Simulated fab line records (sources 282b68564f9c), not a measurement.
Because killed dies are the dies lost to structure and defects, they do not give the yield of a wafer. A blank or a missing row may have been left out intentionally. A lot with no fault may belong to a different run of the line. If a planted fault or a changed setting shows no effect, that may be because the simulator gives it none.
fab line records	flow rit-cmos
record: lots: 5	wafers: 15	last-day: 7
route steps=202 shown SILICIDE@167 CONTACT@168 M1@184
lots untouched by any fault: they come from a run of this same line in which no faults occurred
start-h: hours from the record's opening day to when the first of the lot's shown wafers began	wait-h: how many hours have passed since the lot's step before this one	" repeats the value in the row above	L1.1+2: one row covering several wafers at once	- no value present, or no start provided	* or withheld: withheld	< > ~ a bound
route shown NAME@n: NAME is a module with steps in the file, n the number in the route of the first one	usual: mean/standard deviation of fault-free wafers	same: alike in all rows	chamber/n: place in a boat	sites: per-site readings	_std_site: standard deviation of those values	_edge_site: inner sites' mean taken away from outer sites' mean	radius-mm: how far each site lies from the wafer's centre	mask NAME#n: copy n	behind: the most recent tool/chamber to have shaped the wafer	hold: why the lot was held/for how many hours/how that ended	device: transistor that didn't switch, given as n, p or np	end of line: at the end of the route, the tests of the same wafers	a step with no rows: only its recipe	killed: not the wafer's yield, but the dies lost to structure and defects at the first sort	map: dies across one wafer; x = killed, . = not, _ = none there
set.NAME: setting as actually run; set.NAME@STEP: the setting as run at that earlier step	model.NAME: the simulator's own value behind a step, which no gauge read
lots at selected steps of the route; one table per step, one row per wafer
services: a tool's chamber out of use, with start hour (start-h, from the record's first day; less than 0 if before it), hours out, and reason
== steps ==
step: RIT_SILICIDE_RTA_06
recipe: temp-c: 750	time-s: 10.37	idle-temp-c: 25	ramp-up-s: 5	ramp-down-s: 10	cool-to-c: 25	ambient: N2
step: RIT_CONTACT_CVD_00
recipe: material: SiO2	target-thk-nm: 400	precursor: TEOS	temp-c: 390	time-s: 61	rf-w: 400
usual: heater-power-w: 304/49
same: time-s: 61
lot.wafer	tool	chamber	start-h	wait-h	heater-power-w
L424.1	pecvd-02	1	59.46	0.1	396
L424.2	"	2	"	"	276
L424.4	"	1	"	"	411
L429.1	pecvd-01	1	83.05	0.1	236
L429.2	"	0	"	"	371
L429.6	"	1	"	"	243
L431.2	pecvd-02	1	90.73	0.0	382
L431.3	"	2	"	"	259
L431.5	"	0	"	"	297
L436.1	pecvd-02	2	120.21	0.1	224
L436.3	"	0	"	"	323
L436.4	"	2	"	"	245
L443.1	pecvd-02	1	153.61	0.1	352
L443.5	"	2	"	"	245
L443.6	"	0	"	"	294
step: RIT_CONTACT_THK_MEAS_01
recipe: reads: SiO2_of_CONTACT_CVD_00
usual: CONTACT_TEOS_THK: 401/5.4
lot.wafer	tool	chamber	start-h	wait-h	CONTACT_TEOS_THK[nm]
L424.1	film-metro-03	-	59.51	0.0	403
L424.2	"	-	"	"	399
L424.4	"	-	"	"	409
L429.1	film-metro-01	-	83.10	0.0	392
L429.2	"	-	"	"	392
L429.6	"	-	"	"	400
L431.2	film-metro-01	-	90.79	0.0	402
L431.3	"	-	"	"	402
L431.5	"	-	"	"	402
L436.1	film-metro-01	-	120.27	0.0	400
L436.3	"	-	"	"	395
L436.4	"	-	"	"	407
L443.1	film-metro-03	-	153.66	0.0	404
L443.5	"	-	"	"	410
L443.6	"	-	"	"	407
step: RIT_CONTACT_HMDS_02
recipe: prime-time-s: 60	prime-temp-c: 140
step: RIT_CONTACT_COAT_03
recipe: resist: NOVOLAK	spin-rpm: 3250	resist-thk-nm: 1000
step: RIT_CONTACT_SOFTBAKE_04
recipe: resist: NOVOLAK	temp-c: 90	time-s: 60
step: RIT_CONTACT_EXPOSE_05
recipe: mask-id: M11	na: 0.6	source-shape: conventional	sigma-outer: 0.5	target-cd-nm: 1000	dose-mj: 250
step: RIT_CONTACT_PEB_06
recipe: resist: NOVOLAK	temp-c: withheld	time-s: withheld
step: RIT_CONTACT_DEVELOP_07
recipe: resist: NOVOLAK	develop-time-s: 120	dev-temp-c: 23
step: RIT_CONTACT_CD_MEAS_08
recipe: target-cd-nm: 1000
usual: cd-nm: 1000.5/2
lot.wafer	tool	chamber	start-h	wait-h	cd-nm
L424.1	cd-sem-02	-	60.71	-	1003.7
L424.2	"	-	"	"	1001.5
L424.4	"	-	"	"	1003.8
L429.1	cd-sem-01	-	84.25	-	998.6
L429.2	"	-	"	"	997.9
L429.6	"	-	"	"	996.5
L431.2	cd-sem-01	-	91.95	-	1002.2
L431.3	"	-	"	"	1002.8
L431.5	"	-	"	"	1001.7
L436.1	cd-sem-01	-	121.42	-	1000.2
L436.3	"	-	"	"	1001.2
L436.4	"	-	"	"	999.3
L443.1	cd-sem-02	-	154.73	-	1002.4
L443.5	"	-	"	"	1003.7
L443.6	"	-	"	"	1002.2
step: RIT_CONTACT_OVL_MEAS_09
usual: CONTACT_OVL: -0.5/1.3
lot.wafer	tool	chamber	start-h	wait-h	CONTACT_OVL[nm]
L424.1	overlay-01	-	60.83	0.1	1.0
L424.2	"	-	"	"	0.1
L424.4	"	-	"	"	1.2
L429.1	overlay-02	-	84.37	0.1	1.2
L429.2	"	-	"	"	1.8
L429.6	"	-	"	"	1.0
L431.2	overlay-01	-	92.05	0.1	-0.7
L431.3	"	-	"	"	-1.3
L431.5	"	-	"	"	-1.0
L436.1	overlay-01	-	121.54	0.1	-1.5
L436.3	"	-	"	"	-0.4
L436.4	"	-	"	"	-1.4
L443.1	overlay-01	-	154.85	0.1	0.1
L443.5	"	-	"	"	0.1
L443.6	"	-	"	"	1.5
step: RIT_CONTACT_HARDBAKE_10
recipe: resist: NOVOLAK	temp-c: 140	time-s: 60
step: RIT_CONTACT_ETCH_11
recipe: target-depth-a: 4800	over-etch-frac: 0.2	stop-on: TiSi2	chemistry: CHF3/CF4/Ar	target: SiO2	CHF3_flow_sccm: 50	cf4-flow-sccm: 10	Ar_flow_sccm: 100	O2_flow_sccm: 5	pressure-mtorr: 100	rf-w: 195	time-s: 320
usual: O2_flow_sccm: 5.002/0.015	drypump-motor-current-A: 5.9/0.46	oes-product-au: 0.989/0.022	throttle-valve-pct: 8.85/0.16
same: time-s: 320
lot.wafer	tool	chamber	start-h	wait-h	O2_flow_sccm	drypump-motor-current-A	oes-product-au	rf-hours-counter-h	throttle-valve-pct	model.etch.depth-nm	model.CONTACT.feature-depth-nm	model.NOVOLAK_of_CONTACT_COAT_03.thk-nm
L424.1	rie-diel-02	3	61.01	0.1	5.010	6.0	1.028	26	8.85	403.1	403.1	767.3
L424.2	"	1	"	"	4.997	5.7	0.974	5	8.68	399.2	399.2	772.8
L424.4	"	2	"	"	5.020	5.7	1.015	72	8.90	408.7	408.7	771.5
L429.1	rie-diel-01	1	84.55	0.1	5.006	6.2	0.957	8	9.13	392.3	392.3	771.1
L429.2	"	2	"	"	5.016	5.7	0.976	6	9.12	392.2	392.2	773.2
L429.6	"	1	"	"	4.992	6.2	0.973	-	9.13	400.6	400.6	775.5
L431.2	rie-diel-02	0	92.23	0.1	5.021	6.5	0.980	129	8.79	401.8	401.8	766.8
L431.3	"	3	"	"	5.017	6.1	1.028	27	8.86	401.8	401.8	766.9
L431.5	"	1	"	"	5.016	5.7	0.965	-	8.69	402.5	402.5	767.8
L436.1	rie-diel-02	0	121.80	0.1	5.011	6.5	0.976	130	8.80	399.5	399.5	769.9
L436.3	"	2	"	"	4.958	5.7	1.014	73	8.90	395.1	395.1	770.6
L436.4	"	3	"	"	4.986	6.0	1.025	28	8.85	406.4	406.4	769.8
L443.1	rie-diel-01	3	155.03	0.1	5.017	5.0	1.015	3	8.81	403.8	403.8	768.3
L443.5	"	3	"	"	4.991	5.0	1.002	-	8.83	409.8	409.8	767.7
L443.6	"	0	"	"	5.007	6.5	0.991	-	8.65	326.5	326.5	805.1
step: RIT_CONTACT_STRIP_12
recipe: chemistry: O2	time-s: 180	resist: NOVOLAK	platen-temp-c: withheld	power-w: 500	pressure-mtorr: 4000	o2-flow-sccm: 4000
usual: drypump-motor-current-A: 6.13/0.24
same: time-s: 180
lot.wafer	tool	chamber	start-h	wait-h	drypump-motor-current-A	rf-hours-counter-h
L424.1	plasma-asher-02	1	61.21	0.1	6.30	42
L424.2	"	0	"	"	6.26	42
L424.4	"	0	"	"	6.27	-
L429.1	plasma-asher-03	0	84.75	0.1	5.89	43
L429.2	"	1	"	"	6.14	43
L429.6	"	0	"	"	5.90	-
L431.2	plasma-asher-03	0	92.43	0.1	5.90	44
L431.3	"	1	"	"	6.13	-
L431.5	"	1	"	"	6.12	-
L436.1	plasma-asher-01	1	122.00	0.1	6.36	46
L436.3	"	1	"	"	6.33	-
L436.4	"	0	"	"	5.64	-
L443.1	plasma-asher-02	1	155.23	0.1	6.25	6
L443.5	"	1	"	"	6.21	-
L443.6	"	0	"	"	6.33	-
step: RIT_CONTACT_CD_MEAS_90
recipe: target-cd-nm: 1000
usual: cd-nm: 1000.4/2
lot.wafer	tool	chamber	start-h	wait-h	cd-nm
L424.1	cd-sem-01	-	61.38	0.1	1003.5
L424.2	"	-	"	"	1002.1
L424.4	"	-	"	"	1004.0
L429.1	cd-sem-02	-	84.92	0.1	998.7
L429.2	"	-	"	"	997.9
L429.6	"	-	"	"	996.5
L431.2	cd-sem-02	-	92.62	0.1	1002.5
L431.3	"	-	"	"	1002.5
L431.5	"	-	"	"	1001.6
L436.1	cd-sem-01	-	122.17	0.1	999.9
L436.3	"	-	"	"	1000.9
L436.4	"	-	"	"	998.8
L443.1	cd-sem-01	-	155.40	0.1	1002.6
L443.5	"	-	"	"	1003.7
L443.6	"	-	"	"	1001.0
step: RIT_CONTACT_CLEAN_13
recipe: chemistry: SC1	mix: 3:3:50	time-s: 600	temp-c: 75
step: RIT_CONTACT_CLEAN_14
recipe: chemistry: SC2	mix: 3:3:50	time-s: 600	temp-c: 75	dry: n2-spin
step: RIT_M1_SPUTTER_00
recipe: material: Al	target-thk-nm: 400	power-w: 1934	chamber-pressure-pa: 0.4	gas: Ar	time-s: 500	substrate-temp-c: 25
usual: throttle-valve-pct: 30.4/0.91
same: time-s: 500
lot.wafer	tool	chamber	start-h	wait-h	throttle-valve-pct
L424.1	pvd-sputter-03	-	61.90	0.0	30.4
L424.2	"	-	"	"	30.0
L424.4	"	-	"	"	31.7
L429.1	pvd-sputter-02	-	85.41	0.0	32.3
L429.2	"	-	"	"	29.4
L429.6	"	-	"	"	29.7
L431.2	pvd-sputter-03	-	93.09	0.0	29.9
L431.3	"	-	"	"	30.4
L431.5	"	-	"	"	29.2
L436.1	pvd-sputter-03	-	122.67	0.0	30.1
L436.3	"	-	"	"	29.2
L436.4	"	-	"	"	31.8
L443.1	pvd-sputter-01	-	155.87	0.0	30.6
L443.5	"	-	"	"	30.0
step: RIT_M1_RS_MEAS_01
recipe: thk-meas-gauge: four-point-probe	reads: Al_of_M1_SPUTTER_00
usual: M1_AL_RS: 0.0763/0.0008
lot.wafer	tool	chamber	start-h	wait-h	M1_AL_RS[ohm/sq]
L424.1	film-metro-01	-	62.20	0.1	0.0774
L424.2	"	-	"	"	0.0764
L424.4	"	-	"	"	0.0769
L429.1	film-metro-01	-	85.70	0.1	0.0761
L429.2	"	-	"	"	0.0772
L429.6	"	-	"	"	0.0754
L431.2	film-metro-03	-	93.40	0.2	0.0760
L431.3	"	-	"	"	0.0768
L431.5	"	-	"	"	0.0764
L436.1	film-metro-01	-	122.97	0.1	0.0770
L436.3	"	-	"	"	0.0763
L436.4	"	-	"	"	0.0758
L443.1	film-metro-03	-	156.17	0.1	0.0766
L443.5	"	-	"	"	0.0771
step: RIT_M1_THK_MEAS_02
recipe: thk-meas-gauge: xrf	reads: Al_of_M1_SPUTTER_00
usual: M1_AL_THK: 386/4.5
lot.wafer	tool	chamber	start-h	wait-h	M1_AL_THK[nm]
L424.1	film-metro-01	-	62.32	0.1	384
L424.2	"	-	"	"	388
L424.4	"	-	"	"	386
L429.1	film-metro-01	-	85.82	0.1	388
L429.2	"	-	"	"	382
L429.6	"	-	"	"	389
L431.2	film-metro-03	-	93.51	0.1	383
L431.3	"	-	"	"	382
L431.5	"	-	"	"	383
L436.1	film-metro-01	-	123.09	0.1	379
L436.3	"	-	"	"	387
L436.4	"	-	"	"	389
L443.1	film-metro-03	-	156.29	0.1	380
L443.5	"	-	"	"	380
step: RIT_M1_HMDS_03
recipe: prime-time-s: 60	prime-temp-c: 140
step: RIT_M1_COAT_04
recipe: resist: NOVOLAK	spin-rpm: 2000	resist-thk-nm: 1300
step: RIT_M1_SOFTBAKE_05
recipe: resist: NOVOLAK	temp-c: 90	time-s: 60
step: RIT_M1_EXPOSE_06
recipe: mask-id: M12	na: 0.6	source-shape: conventional	sigma-outer: 0.5	target-cd-nm: 2600	dose-mj: 250
step: RIT_M1_PEB_07
recipe: resist: NOVOLAK	temp-c: withheld	time-s: withheld
step: RIT_M1_DEVELOP_08
recipe: resist: NOVOLAK	develop-time-s: 68	dev-temp-c: 23
step: RIT_M1_CD_MEAS_09
recipe: target-cd-nm: 2600
usual: cd-nm: 2600.6/1.8
lot.wafer	tool	chamber	start-h	wait-h	cd-nm
L424.1	cd-sem-01	-	63.38	-	2600.0
L424.2	"	-	"	"	2600.5
L424.4	"	-	"	"	2598.5
L429.1	cd-sem-01	-	86.76	-	2600.0
L429.2	"	-	"	"	2602.2
L429.6	"	-	"	"	2598.3
L431.2	cd-sem-01	-	94.59	-	2599.3
L431.3	"	-	"	"	2598.2
L431.5	"	-	"	"	2599.5
L436.1	cd-sem-01	-	124.25	-	2602.0
L436.3	"	-	"	"	2602.2
L436.4	"	-	"	"	2601.4
L443.1	cd-sem-01	-	157.35	-	2599.0
L443.5	"	-	"	"	2601.7
step: RIT_M1_OVL_MEAS_10
usual: M1_OVL: -0.5/1.5
lot.wafer	tool	chamber	start-h	wait-h	M1_OVL[nm]
L424.1	overlay-01	-	63.50	0.1	-0.9
L424.2	"	-	"	"	1.7
L424.4	"	-	"	"	-1.7
L429.1	overlay-02	-	86.88	0.1	-2.6
L429.2	"	-	"	"	-2.2
L429.6	"	-	"	"	-1.0
L431.2	overlay-02	-	94.69	0.1	-1.5
L431.3	"	-	"	"	-0.6
L431.5	"	-	"	"	-1.0
L436.1	overlay-01	-	124.37	0.1	0.5
L436.3	"	-	"	"	-1.4
L436.4	"	-	"	"	-1.9
L443.1	overlay-02	-	157.47	0.1	3.9
L443.5	"	-	"	"	-1.2
step: RIT_M1_HARDBAKE_11
recipe: resist: NOVOLAK	temp-c: 140	time-s: 120
step: RIT_M1_METAL_ETCH_12
recipe: stop-on: SiO2	chemistry: Cl2/BCl3	target: Al	time-s: 165	over-etch-frac: 0.5	pressure-mtorr: 100	target-depth-a: 6000	rf-w: 250	Cl2_flow_sccm: 60	bcl3-flow-sccm: 50
usual: drypump-motor-current-A: 5.8/0.37	oes-product-au: 0.753/0.0079	throttle-valve-pct: 8.32/0.037
same: time-s: 165
lot.wafer	tool	chamber	start-h	wait-h	drypump-motor-current-A	oes-product-au	rf-hours-counter-h	throttle-valve-pct
L424.1	rie-metal-02	1	63.89	0.2	6.2	0.746	1	8.36
L424.2	"	0	"	"	5.8	0.754	1	8.27
L424.4	"	0	"	"	5.8	0.748	-	8.27
L429.1	rie-metal-03	0	87.17	0.2	5.3	0.760	36	8.35
L429.2	"	1	"	"	5.2	0.735	35	8.30
L429.6	"	0	"	"	5.3	0.764	-	8.33
L431.2	rie-metal-02	1	94.97	0.2	6.2	0.755	1	8.35
L431.3	"	0	"	"	5.8	0.746	-	8.25
L431.5	"	1	"	"	6.2	0.748	-	8.35
L436.1	rie-metal-02	1	124.81	0.2	6.2	0.750	1	8.37
L436.3	"	1	"	"	6.2	0.747	-	8.35
L436.4	"	0	"	"	5.8	0.759	-	8.27
L443.1	rie-metal-03	0	157.95	0.2	5.3	0.764	0	8.34
L443.5	"	0	"	"	5.3	0.769	-	8.33
step: RIT_M1_STRIP_13
recipe: chemistry: nmp	resist: NOVOLAK	temp-c: 80	time-s: 600	dry: n2-spin
step: RIT_M1_STRIP_14
recipe: chemistry: O2	time-s: 180	platen-temp-c: withheld	power-w: 500	pressure-mtorr: 4000	o2-flow-sccm: 4000
usual: drypump-motor-current-A: 6.0/0.37
same: time-s: 180
lot.wafer	tool	chamber	start-h	wait-h	drypump-motor-current-A	rf-hours-counter-h
L424.1	plasma-asher-01	1	64.23	0.0	6.3	42
L424.2	"	0	"	"	5.7	42
L424.4	"	1	"	"	6.3	-
L429.1	plasma-asher-02	0	87.51	0.0	6.3	45
L429.2	"	1	"	"	6.3	45
L429.6	"	1	"	"	6.3	-
L431.2	plasma-asher-01	1	95.31	0.0	6.3	43
L431.3	"	0	"	"	5.6	-
L431.5	"	0	"	"	5.6	-
L436.1	plasma-asher-02	0	125.17	0.0	6.4	1
L436.3	"	1	"	"	6.3	-
L436.4	"	0	"	"	6.3	-
L443.1	plasma-asher-02	0	158.31	0.0	6.3	7
L443.5	"	1	"	"	6.3	-
step: RIT_M1_CD_MEAS_90
recipe: target-cd-nm: 2600
usual: cd-nm: 2600/3.1
lot.wafer	tool	chamber	start-h	wait-h	cd-nm
L424.1	cd-sem-02	-	64.40	0.1	2602
L424.2	"	-	"	"	2600
L424.4	"	-	"	"	2598
L429.1	cd-sem-02	-	87.68	0.1	2601
L429.2	"	-	"	"	2606
L429.6	"	-	"	"	2600
L431.2	cd-sem-02	-	95.51	0.1	2597
L431.3	"	-	"	"	2594
L431.5	"	-	"	"	2598
L436.1	cd-sem-01	-	125.34	0.1	2605
L436.3	"	-	"	"	2604
L436.4	"	-	"	"	2601
L443.1	cd-sem-02	-	158.48	0.1	2599
L443.5	"	-	"	"	2602
step: RIT_M1_ANNEAL_15
recipe: temp-c: 450	time-s: 1839	ambient: forming_gas_H2N2
step: RIT_M1_BOW_MEAS_16
recipe: mode: bow
usual: M1_BOW: 18/7.4
lot.wafer	tool	chamber	start-h	wait-h	M1_BOW[um]
L424.1	film-metro-02	-	66.02	0.0	29
L424.2	"	-	"	"	26
L424.4	"	-	"	"	16
L429.1	film-metro-03	-	89.30	0.0	10
L429.2	"	-	"	"	18
L429.6	"	-	"	"	19
L431.2	film-metro-01	-	97.13	0.0	19
L431.3	"	-	"	"	14
L431.5	"	-	"	"	22
L436.1	film-metro-02	-	126.96	0.0	22
L436.3	"	-	"	"	23
L436.4	"	-	"	"	17
L443.1	film-metro-02	-	160.10	0.0	23
L443.5	"	-	"	"	3
step: RIT_M1_PROBE_99
usual: killed-at-contacts: 0.1/0.25	killed-at-front-end: 6.8/2.9	killed-dies: 6.9/2.9	killed-on-rim: 1.7/1.3	killed-open: 3.3/1.9	killed-short: 3.6/1.9
same: gross-dies: 264	killed_at_M0_to_M3: 0	killed_at_M4_up: 0	killed-at-back-side: 0	killed-at-other: 0
lot.wafer	tool	chamber	start-h	wait-h	killed-at-contacts	killed-at-front-end	killed-dies	killed-on-rim	killed-open	killed-short
L424.1	prober-02	-	66.14	0.1	0	6	6	1	2	4
L424.2	prober-02	-	66.19	0.1	0	9	9	2	5	4
L424.4	prober-02	-	66.29	0.2	0	7	7	2	3	4
L431.2	prober-02	-	97.28	0.1	0	10	10	2	4	6
L431.3	prober-02	-	97.33	0.2	0	7	7	0	2	5
L431.5	prober-02	-	97.43	0.2	0	7	7	0	3	4
L443.6	prober-02	-	160.47	0.2	258	6	264	70	3	3
killed by level:class
L424.1 FOX2:geometric-particle:short=2 SPACER:geometric-particle:short=2 FOX2:geometric-particle:open=1 GATE:geometric-particle:open=1
L424.2 FOX2:geometric-particle:short=2 ACTIVE:geometric-particle:open=1 FOX1:geometric-particle:open=1 FOX1:geometric-particle:short=1 SPACER:geometric-particle:open=1 FOX2:geometric-particle:open=1 GATE:geometric-particle:short=1 GATE:geometric-particle:open=1
L424.4 GATE:geometric-particle:short=2 FOX1:geometric-particle:short=1 FOX1:geometric-particle:open=1 FOX2:geometric-particle:short=1 GATE:geometric-particle:open=1 SILICIDE:geometric-particle:open=1
L431.2 GATE:geometric-particle:short=5 GATE:geometric-particle:open=3 REOX:geometric-particle:open=1 SILICIDE:geometric-particle:short=1
L431.3 GATE:geometric-particle:short=2 FOX1:geometric-particle:short=1 FOX2:geometric-particle:open=1 GATE:geometric-particle:open=1 REOX:geometric-particle:short=1 SILICIDE:geometric-particle:short=1
L431.5 GATE:geometric-particle:short=3 FOX1:geometric-particle:short=1 GATE:geometric-particle:open=1 REOX:geometric-particle:open=1 SILICIDE:geometric-particle:open=1
L443.6 CONTACT:area-etch=258 ACTIVE:geometric-particle:short=1 FOX1:geometric-particle:open=1 GATE:geometric-particle:short=1 GATE:geometric-particle:open=1 SPACER:geometric-particle:open=1 SILICIDE:geometric-particle:short=1
map L443.6 (x killed, . not)
________xxxxxxx_______
_____xxxxxxxxxxxxx____
____xxxxxxxxxxxxxxx___
___xxxxxxxxxxxxxxxxx__
__xxxxxxxxxxxxxxxxxxx_
__xxxxxxxxxxxxxxxxxxx_
_xxxxxxxxxxxxxxxxxxxxx
_xxxxxxxxxxxxxxxxxxxxx
_xxxxxxxxxxxxxxxxxxxxx
_xxxxxxxxxxxxxxxxxxxxx
__xxxxxxxxxxxxxxxxxxx_
__xxxxxxxxxxxxxxxxxxx_
___xxxxxxxxxxxxxxxxx__
____xxxxxxxxxxxxxxx___
_____xxxxxxxxxxxxx____
________xxxxxxx_______
map L429.6 (x killed, . not)
________...x..._______
_____.............____
____..............x___
___...x.............__
__..................._
__..............x...._
_.............x.......
_.....................
_..................x..
_.....................
__..............x...._
__..................._
___x................__
____...............___
_____.....x......x____
________......._______
== services ==
tool	chamber	start-h	hours	kind
plasma-asher-01	-	37.51	3.4	repair
plasma-asher-01	-	48.61	8.9	repair
pecvd-01	-	50.11	4.8	repair
rie-diel-01	2	67.31	4.3	repair
plasma-asher-01	-	74.01	19.3	repair
pvd-sputter-01	-	80.12	3.4	repair
pecvd-02	-	94.93	0.8	repair
plasma-asher-02	-	108.75	9.0	pm
plasma-asher-02	0	108.75	9.0	vent-cycle
plasma-asher-02	1	108.75	9.0	vent-cycle
rie-diel-01	3	113.13	12.9	repair
plasma-asher-02	0	117.75	-	clean
plasma-asher-02	1	117.75	-	clean
plasma-asher-03	-	128.34	14.6	pm
pecvd-02	-	128.43	2.8	pm
rie-metal-03	-	136.12	20.0	pm
rie-metal-03	0	136.12	20.0	vent-cycle
rie-metal-03	1	136.12	20.0	vent-cycle
pvd-sputter-03	-	151.91	9.4	repair
rie-diel-02	-	154.74	1.4	repair
rie-metal-03	0	156.12	-	clean
rie-metal-03	1	156.12	-	clean
== key ==
first-sign: step: RIT_M1_PROBE_99	reading: killed-at-contacts	direction: up	sigmas: 99+	usual: 0.1	struck: 258
effect: step: RIT_M1_PROBE_99	reading: killed-dies	direction: up	sigmas: 88	usual: 6.9	struck: 264
model-effect: step: RIT_CONTACT_ETCH_11	value: etch.depth-nm	without: 406.7	struck: 326.5
more-kills-born-at: RIT_CONTACT_ETCH_11@rie-diel-01: 258
met-at RIT_CONTACT_ETCH_11
struck-wafers L443.6
later-rows-left-out L443.6
tester-left-out L443
fault: kind: process-parameter-drift	tool: rie-diel-01	chamber: 0	onset-h: 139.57	steps: RIT_CONTACT_ETCH_11	channel: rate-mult	offset: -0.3	shape: step	end-h: 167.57
tester-left-out: of these lots the tester's yield and bins aren't shown, on N5 and GAA mostly nor the transistor test; their killed dies are dies lost to structure and defects alone, not to doping, threshold or leakage, so they don't give the yield
later-rows-left-out: the simulator's readings of these wafers behind a module that went badly wrong aren't trusted and aren't shown, but for the sort
